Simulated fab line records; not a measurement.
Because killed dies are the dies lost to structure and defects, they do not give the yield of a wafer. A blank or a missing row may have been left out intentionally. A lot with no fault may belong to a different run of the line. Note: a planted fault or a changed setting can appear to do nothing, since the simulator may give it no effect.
fab line records	flow rit_cmos
record: lots: 5	wafers: 15	last_day: 7
route steps=202 shown PSD@150 SDANNEAL@153 NSD@158 PLDD@159 NLDD@160 SILICIDE@161 M1@202
lots that met no fault: taken from a fault-free run of the same line
start_h: hours from the record's opening day to when the first of the lot's shown wafers began	wait_h: hours since the lot's step before	" the same as in the row above	L1.1+2: a row that stands for several wafers	- no value present, or no start provided	* or withheld: withheld	< > ~ a bound
route shown NAME@n: NAME is a module with steps in the file, n the number in the route of the first one	usual: mean and standard deviation over wafers with no fault	same: alike in all rows	chamber/n: place in a boat	sites: the reading at each site	_std_site: their standard deviation	_edge_site: the outer-site mean with the inner-site mean subtracted	radius_mm: how far each site lies from the wafer's centre	mask NAME#n: copy n	behind: the most recent tool/chamber to have shaped the wafer	hold: cause of the lot's hold/its duration in hours/its outcome	device: the n, p or np transistor that did not switch	end of line: tests run on the same wafers once the route is complete	step lacking rows: just its recipe	killed: dies lost to structure and defects at the first sort, not the wafer's yield	map: the dies of a wafer, with x for killed, . for not killed, _ for no die there
set.NAME: the setting that was run; set.NAME@STEP: the one run at that earlier step	model.NAME: the simulator's own value behind a step, which no gauge read
certain route steps with their lots: each step a table, each wafer a row
services: the hour from which a tool's chamber was out of use, counted from the record's first day as start_h (under 0 if before that day), plus the number of hours and why
== steps ==
step: RIT_PSD_IMPLANT_08
recipe: species: BF2	energy_kev: 27	dose_cm2: 4.882e+15	tilt_deg: 7
step: RIT_PSD_STRIP_09
recipe: chemistry: O2	time_s: 180	resist: NOVOLAK	platen_temp_c: withheld	power_w: 500	pressure_mtorr: 4000	o2_flow_sccm: 4000
usual: drypump_motor_current_A: 5.90/0.23	o2_flow_sccm: 4002/11
lot.wafer	tool	chamber	start_h	wait_h	drypump_motor_current_A	o2_flow_sccm	rf_hours_counter_h
L384.1	plasma_asher-03	0	68.12	0.1	6.16	4015	40
L384.2	"	1	"	"	6.09	3982	40
L384.5	"	0	"	"	6.15	4002	-
L388.4	plasma_asher-02	0	87.81	0.1	5.63	4007	-
L388.5	"	0	"	"	5.62	4007	-
L388.6	"	1	"	"	5.65	4011	-
L397.1	plasma_asher-01	0	141.37	0.1	5.63	4000	52
L397.2	"	1	"	"	5.79	4016	52
L397.5	"	1	"	"	5.78	3995	-
L399.2	plasma_asher-01	0	143.49	0.1	5.68	4000	52
L399.5	"	0	"	"	5.65	3984	-
L399.6	"	1	"	"	5.78	3993	-
L400.1	plasma_asher-01	0	149.98	0.1	5.66	3988	53
L400.4	"	0	"	"	5.64	4000	-
L400.5	"	1	"	"	5.73	4004	-
step: RIT_PSD_TW_MEAS_10
usual: PSD_TW: 3442/38
lot.wafer	tool	chamber	start_h	wait_h	PSD_TW
L384.1	film_metro-01	-	68.30	0.1	3481
L384.2	"	-	"	"	3501
L384.5	"	-	"	"	3498
L388.4	film_metro-04	-	87.96	0.1	3399
L388.5	"	-	"	"	3421
L388.6	"	-	"	"	3398
L397.1	film_metro-04	-	141.55	0.1	3412
L397.2	"	-	"	"	3417
L397.5	"	-	"	"	3398
L399.2	film_metro-04	-	143.68	0.1	3399
L399.5	"	-	"	"	3410
L399.6	"	-	"	"	3383
L400.1	film_metro-04	-	150.16	0.1	3436
L400.4	"	-	"	"	3430
L400.5	"	-	"	"	3438
step: RIT_SDANNEAL_CLEAN_00
recipe: chemistry: SC1	mix: 3:3:50	time_s: 600	temp_c: 75
step: RIT_SDANNEAL_CLEAN_01
recipe: chemistry: dHF	dilution: 50:1	time_s: 30
step: RIT_SDANNEAL_CLEAN_02
recipe: chemistry: SC2	mix: 3:3:50	time_s: 600	temp_c: 75	dry: n2_spin
step: RIT_SDANNEAL_RTA_03
recipe: temp_c: 1050	time_s: 5	idle_temp_c: 600	ramp_up_c_per_s: 342	ramp_down_c_per_s: 171	cool_to_c: 600	ambient: N2
usual: wafer_temp_C_max: 1053.6/1.3
lot.wafer	tool	chamber	start_h	wait_h	wafer_temp_C_max
L384.1	rtp_anneal-02	0	68.72	0.0	1052.5
L384.2	"	0	"	"	1053.5
L384.5	"	0	"	"	1055.2
L388.4	rtp_anneal-02	0	88.38	0.0	1053.8
L388.5	"	0	"	"	1055.0
L388.6	"	0	"	"	1054.4
L397.1	rtp_anneal-01	0	141.97	0.0	1053.1
L397.2	"	0	"	"	1053.3
L397.5	"	0	"	"	1056.5
L399.2	rtp_anneal-02	0	144.10	0.0	1052.5
L399.5	"	0	"	"	1053.4
L399.6	"	0	"	"	1051.2
L400.1	rtp_anneal-01	0	150.58	0.0	1053.1
L400.4	"	0	"	"	1055.2
L400.5	"	0	"	"	1055.8
step: RIT_SDANNEAL_RS_MEAS_04
recipe: thk_meas_gauge: four-point-probe
usual: PSD_RS: 116.15/0.28
lot.wafer	tool	chamber	start_h	wait_h	PSD_RS[ohm/sq]
L384.1	film_metro-03	-	68.78	0.0	115.61
L384.2	"	-	"	"	116.23
L384.5	"	-	"	"	115.99
L388.4	film_metro-04	-	88.47	0.1	116.56
L388.5	"	-	"	"	116.25
L388.6	"	-	"	"	116.48
L397.1	film_metro-01	-	142.03	0.0	116.24
L397.2	"	-	"	"	116.29
L397.5	"	-	"	"	116.27
L399.2	film_metro-01	-	144.17	0.1	116.16
L399.5	"	-	"	"	116.40
L399.6	"	-	"	"	116.08
L400.1	film_metro-01	-	150.64	0.0	116.65
L400.4	"	-	"	"	116.71
L400.5	"	-	"	"	116.40
step: RIT_SDANNEAL_RS_MEAS_05
recipe: thk_meas_gauge: four-point-probe
usual: NSD_RS: 83.5/0.36
lot.wafer	tool	chamber	start_h	wait_h	NSD_RS[ohm/sq]
L384.1	film_metro-03	-	68.90	0.1	83.3
L384.2	"	-	"	"	83.2
L384.5	"	-	"	"	83.5
L388.4	film_metro-04	-	88.59	0.1	83.3
L388.5	"	-	"	"	83.3
L388.6	"	-	"	"	83.5
L397.1	film_metro-01	-	142.15	0.1	84.0
L397.2	"	-	"	"	83.8
L397.5	"	-	"	"	84.1
L399.2	film_metro-01	-	144.29	0.1	83.4
L399.5	"	-	"	"	83.7
L399.6	"	-	"	"	83.6
L400.1	film_metro-01	-	150.76	0.1	84.0
L400.4	"	-	"	"	83.9
L400.5	"	-	"	"	83.7
step: RIT_SDANNEAL_RS_MEAS_06
recipe: thk_meas_gauge: four-point-probe
usual: PLDD_RS: 178.5/0.49
lot.wafer	tool	chamber	start_h	wait_h	PLDD_RS[ohm/sq]
L384.1	film_metro-03	-	69.02	0.1	178.4
L384.2	"	-	"	"	178.0
L384.5	"	-	"	"	178.2
L388.4	film_metro-04	-	88.71	0.1	178.9
L388.5	"	-	"	"	178.3
L388.6	"	-	"	"	178.6
L397.1	film_metro-01	-	142.27	0.1	178.8
L397.2	"	-	"	"	178.4
L397.5	"	-	"	"	179.1
L399.2	film_metro-01	-	144.41	0.1	178.1
L399.5	"	-	"	"	178.6
L399.6	"	-	"	"	178.1
L400.1	film_metro-01	-	150.88	0.1	178.7
L400.4	"	-	"	"	179.0
L400.5	"	-	"	"	178.7
step: RIT_SDANNEAL_RS_MEAS_07
recipe: thk_meas_gauge: four-point-probe
usual: NLDD_RS: 151.4/0.64
lot.wafer	tool	chamber	start_h	wait_h	NLDD_RS[ohm/sq]
L384.1	film_metro-03	-	69.14	0.1	150.7
L384.2	"	-	"	"	150.4
L384.5	"	-	"	"	150.1
L388.4	film_metro-04	-	88.83	0.1	151.6
L388.5	"	-	"	"	152.2
L388.6	"	-	"	"	151.7
L397.1	film_metro-01	-	142.39	0.1	152.0
L397.2	"	-	"	"	152.1
L397.5	"	-	"	"	151.8
L399.2	film_metro-01	-	144.53	0.1	152.1
L399.5	"	-	"	"	151.4
L399.6	"	-	"	"	151.6
L400.1	film_metro-01	-	151.00	0.1	151.6
L400.4	"	-	"	"	151.9
L400.5	"	-	"	"	152.0
step: RIT_SILICIDE_WET_ETCH_00
recipe: chemistry: BOE	target: SiO2	target_depth_nm: 14	time_s: 15	dry: n2_spin	dilution: 10:1	temp_c: 21.5
step: RIT_SILICIDE_SPUTTER_01
recipe: material: Ti	target_thk_nm: 30	power_w: 339.5	chamber_pressure_pa: 0.667	gas: Ar	time_s: 240	substrate_temp_c: 25
usual: cathode_dc_power_W: 339.50/0.061	throttle_valve_pct: 30.1/1
lot.wafer	tool	chamber	start_h	wait_h	cathode_dc_power_W	throttle_valve_pct	model.Ti_of_SILICIDE_SPUTTER_01.thk_nm
L384.1	pvd_sputter-03	-	69.27	0.0	339.54	29.9	28.45
L384.2	"	-	"	"	339.47	29.3	28.87
L384.5	"	-	"	"	339.47	29.3	28.38
L388.4	pvd_sputter-03	-	88.98	0.1	339.47	29.9	28.69
L388.5	"	-	"	"	339.69	29.4	11.2
L388.6	"	-	"	"	339.49	32.2	28.89
L397.1	pvd_sputter-02	-	142.52	0.0	339.54	31.1	29.56
L397.2	"	-	"	"	339.60	31.2	29.31
L397.5	"	-	"	"	339.51	31.5	29.06
L399.2	pvd_sputter-02	-	144.64	0.0	339.54	29.5	29.89
L399.5	"	-	"	"	339.54	31.1	29.85
L399.6	"	-	"	"	339.46	29.5	29.76
L400.1	pvd_sputter-01	-	151.13	0.0	339.49	30.3	28.93
L400.4	"	-	"	"	339.48	29.7	28.95
L400.5	"	-	"	"	339.46	30.5	29.02
step: RIT_SILICIDE_RS_MEAS_02
recipe: thk_meas_gauge: four-point-probe	reads: Ti_of_SILICIDE_SPUTTER_01
usual: SILICIDE_TI_RS: 49.7/0.63
lot.wafer	tool	chamber	start_h	wait_h	SILICIDE_TI_RS[ohm/sq]
L384.1	film_metro-02	-	69.42	0.1	51.2
L384.2	"	-	"	"	50.2
L384.5	"	-	"	"	51.4
L388.4	film_metro-02	-	89.12	0.1	50.5
L388.5	"	-	"	"	171.2
L388.6	"	-	"	"	50.1
L397.1	film_metro-02	-	142.67	0.1	48.8
L397.2	"	-	"	"	49.1
L397.5	"	-	"	"	49.7
L399.2	film_metro-03	-	144.81	0.1	48.0
L399.5	"	-	"	"	48.1
L399.6	"	-	"	"	48.2
L400.1	film_metro-03	-	151.28	0.1	50.0
L400.4	"	-	"	"	50.0
L400.5	"	-	"	"	49.8
step: RIT_SILICIDE_THK_MEAS_03
recipe: thk_meas_gauge: xrf	reads: Ti_of_SILICIDE_SPUTTER_01
usual: SILICIDE_TI_THK: 29.2/0.3
lot.wafer	tool	chamber	start_h	wait_h	SILICIDE_TI_THK[nm]
L384.1	film_metro-02	-	69.54	0.1	28.6
L384.2	"	-	"	"	29.0
L384.5	"	-	"	"	28.4
L388.4	film_metro-02	-	89.21	0.1	28.7
L388.5	"	-	"	"	11.2
L388.6	"	-	"	"	29.0
L397.1	film_metro-02	-	142.79	0.1	29.7
L397.2	"	-	"	"	29.5
L397.5	"	-	"	"	29.0
L399.2	film_metro-03	-	144.92	0.1	30.0
L399.5	"	-	"	"	29.8
L399.6	"	-	"	"	29.8
L400.1	film_metro-03	-	151.40	0.1	29.1
L400.4	"	-	"	"	29.1
L400.5	"	-	"	"	29.0
step: RIT_SILICIDE_RTA_04
recipe: temp_c: 650	time_s: 10	idle_temp_c: 25	ramp_up_s: 5	ramp_down_s: 5	cool_to_c: 25	ambient: N2
usual: wafer_temp_C_max: 652.4/0.68
lot.wafer	tool	chamber	start_h	wait_h	wafer_temp_C_max
L384.1	rtp_anneal-02	0	69.60	0.1	652.7
L384.2	"	0	"	"	652.9
L384.5	"	0	"	"	652.3
L388.4	rtp_anneal-01	0	89.27	0.1	651.9
L388.5	"	0	"	"	651.9
L388.6	"	0	"	"	651.4
L397.1	rtp_anneal-01	0	142.85	0.1	652.0
L397.2	"	0	"	"	651.9
L397.5	"	0	"	"	652.2
L399.2	rtp_anneal-01	0	144.98	0.1	652.2
L399.5	"	0	"	"	652.0
L399.6	"	0	"	"	652.1
L400.1	rtp_anneal-02	0	151.46	0.1	652.5
L400.4	"	0	"	"	652.6
L400.5	"	0	"	"	652.3
step: RIT_M1_PROBE_99
usual: killed_at_M0_to_M3: 0.0/0.25	killed_at_front_end: 7/3.4	killed_dies: 7/3.4	killed_open: 3.7/2.2	killed_short: 3.6/2.2
same: gross_dies: 264	killed_at_M4_up: 0	killed_at_back_side: 0	killed_at_contacts: 0	killed_at_other: 0
lot.wafer	tool	chamber	start_h	wait_h	killed_at_M0_to_M3	killed_at_front_end	killed_dies	killed_open	killed_short	model.etest.npoly_line.line_ohm_um	model.etest.ppoly_line.line_ohm_um	model.etest.npoly_line.rs_ohm_sq	model.etest.ppoly_line.rs_ohm_sq	model.etest.npoly_line.width_nm	model.etest.ppoly_line.width_nm	model.etest.contact_pplus.end_ohm_um	model.etest.npoly_sal.rs_ohm_sq
L384.1	prober-01	-	76.29	0.1	0	2	2	2	0	175.7	169.7	17.69	17.2	99.53	100.5	43.41	4.576
L384.2	prober-01	-	76.34	0.1	0	13	13	9	4	171.9	165.9	17.36	16.9	100.7	102.2	44.85	4.52
L384.5	prober-01	-	76.49	0.2	0	13	13	4	9	177.6	171.6	17.67	17.18	98.85	99.84	42.21	4.585
L388.4	prober-01	-	95.92	0.2	0	6	6	3	3	164.5	159.8	17.41	16.92	106.4	106.7	43.55	4.552
L388.5	prober-01	-	95.97	0.2	0	15	15	7	8	354.2	321.3	42.18	38.7	120.5	121	31.12	12.51
L388.6	prober-01	-	96.02	0.2	0	8	8	4	4	166.3	161.6	17.4	16.91	103.7	104.2	43.2	4.539
L397.1	prober-01	-	149.68	0.1	0	5	5	3	2	165.4	160.3	17.13	16.71	102.7	103.6	43.68	4.409
L397.2	prober-01	-	149.73	0.1	0	4	4	2	2	171.7	163.4	17.21	16.87	101.8	103.2	43.77	4.505
L397.5	prober-01	-	149.88	0.2	0	7	7	3	4	168.8	159.7	17.31	16.91	103.7	104.9	42.83	4.503
L399.2	prober-02	-	151.43	0.1	2	8	10	6	2	174.4	167.1	17.02	16.56	98.18	98.98	44.38	4.383
L399.5	prober-02	-	151.58	0.2	0	8	8	4	4	172.3	167.5	17.1	16.41	100	100.5	44.58	4.364
L399.6	prober-02	-	151.63	0.2	0	5	5	1	3	172.8	167.6	16.94	16.45	98.72	99.4	43.84	4.377
L400.1	prober-01	-	158.13	0.1	0	6	6	3	3	174.1	167.8	17.63	16.82	101.6	102	42.76	4.498
L400.4	prober-01	-	158.28	0.2	0	5	5	3	2	177	168.3	17.46	16.87	99.12	100.3	42.01	4.467
L400.5	prober-01	-	158.33	0.2	0	9	9	4	5	173.2	166	17.55	16.84	101.5	102.5	42.85	4.469
killed by level:class
L384.1 FOX2:geometric_particle:open=1 GATE:geometric_particle:open=1
L384.2 FOX1:geometric_particle:open=3 GATE:geometric_particle:open=3 SPACER:geometric_particle:open=2 SILICIDE:geometric_particle:short=2 FOX2:geometric_particle:open=1 GATE:geometric_particle:short=1 SPACER:geometric_particle:short=1
L384.5 GATE:geometric_particle:short=6 GATE:geometric_particle:open=3 REOX:geometric_particle:short=1 SPACER:geometric_particle:open=1 SPACER:geometric_particle:short=1 SILICIDE:geometric_particle:short=1
L388.4 FOX1:geometric_particle:short=1 FOX2:geometric_particle:open=1 GATE:geometric_particle:open=1 REOX:geometric_particle:short=1 SILICIDE:geometric_particle:open=1 SILICIDE:geometric_particle:short=1
L388.5 GATE:geometric_particle:short=3 GATE:geometric_particle:open=2 REOX:geometric_particle:short=2 REOX:geometric_particle:open=2 FOX1:geometric_particle:open=1 FOX1:geometric_particle:short=1 FOX2:geometric_particle:short=1 SPACER:geometric_particle:open=1
L388.6 GATE:geometric_particle:short=3 REOX:geometric_particle:open=3 FOX1:geometric_particle:open=1 FOX2:geometric_particle:short=1
L397.1 GATE:geometric_particle:open=2 ACTIVE:geometric_particle:open=1 ACTIVE:geometric_particle:short=1 SILICIDE:geometric_particle:short=1
L397.2 FOX2:geometric_particle:short=1 GATE:geometric_particle:short=1 REOX:geometric_particle:open=1 SILICIDE:geometric_particle:open=1
L397.5 GATE:geometric_particle:open=2 FOX1:geometric_particle:short=1 FOX1:geometric_particle:open=1 GATE:geometric_particle:short=1 REOX:geometric_particle:short=1 SPACER:geometric_particle:short=1
L399.2 REOX:geometric_particle:open=2 SILICIDE:geometric_particle:open=2 M1:coat_microbubble_printed=2 GATE:geometric_particle:short=1 GATE:geometric_particle:open=1 SPACER:geometric_particle:open=1 SILICIDE:geometric_particle:short=1
L399.5 GATE:geometric_particle:open=3 GATE:geometric_particle:short=2 FOX1:geometric_particle:short=1 SPACER:geometric_particle:open=1 SILICIDE:geometric_particle:short=1
L399.6 GATE:geometric_particle:short=3 FOX1:geometric_particle:open=1 NWELL:coat_microbubble_printed=1
L400.1 SPACER:geometric_particle:short=2 FOX1:geometric_particle:short=1 FOX1:geometric_particle:open=1 GATE:geometric_particle:open=1 SPACER:geometric_particle:open=1
L400.4 FOX2:geometric_particle:open=2 GATE:geometric_particle:short=1 SILICIDE:geometric_particle:open=1 SILICIDE:geometric_particle:short=1
L400.5 SILICIDE:geometric_particle:open=3 SPACER:geometric_particle:short=2 FOX1:geometric_particle:short=1 GATE:geometric_particle:short=1 SPACER:geometric_particle:open=1 SILICIDE:geometric_particle:short=1
== services ==
tool	chamber	start_h	hours	kind
pvd_sputter-01	-	48.58	6.1	repair
rtp_anneal-01	-	68.91	4.0	pm
pvd_sputter-03	-	98.45	4.7	repair
plasma_asher-02	-	104.47	14.6	pm
pvd_sputter-01	-	134.79	14.2	repair
pvd_sputter-03	-	137.25	10.1	repair
rtp_anneal-02	-	138.76	4.4	pm
== key ==
first_sign: step: RIT_SILICIDE_SPUTTER_01	reading: cathode_dc_power_W	direction: up	sigmas: 3.1	usual: 339.50	struck: 339.69
effect: step: RIT_SILICIDE_RS_MEAS_02	reading: SILICIDE_TI_RS	direction: up	sigmas: 99+	usual: 49.7	struck: 171.2
effect: step: RIT_SILICIDE_THK_MEAS_03	reading: SILICIDE_TI_THK	direction: down	sigmas: 59	usual: 29.2	struck: 11.2
model_effect: step: RIT_SILICIDE_SPUTTER_01	value: Ti_of_SILICIDE_SPUTTER_01.thk_nm	without: 28.66	struck: 11.2
model_effect: step: RIT_M1_PROBE_99	value: etest.npoly_line.line_ohm_um	without: 168.5	struck: 354.2
met_at RIT_SILICIDE_SPUTTER_01
struck_wafers L388.5
tester_left_out L388
onset_between 69.27 88.98
fault: kind: process_parameter_drift	tool: pvd_sputter-03	chamber: -	onset_h: 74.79	steps: RIT_SILICIDE_SPUTTER_01	channel: time_s	offset: *	shape: step	end_h: 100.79	stated: *	scope: struck_wafers_only
tester_left_out: of these lots the tester's yield and bins aren't shown, on N5 and GAA mostly nor the transistor test; their killed dies are dies lost to structure and defects alone, not to doping, threshold or leakage, so they don't give the yield
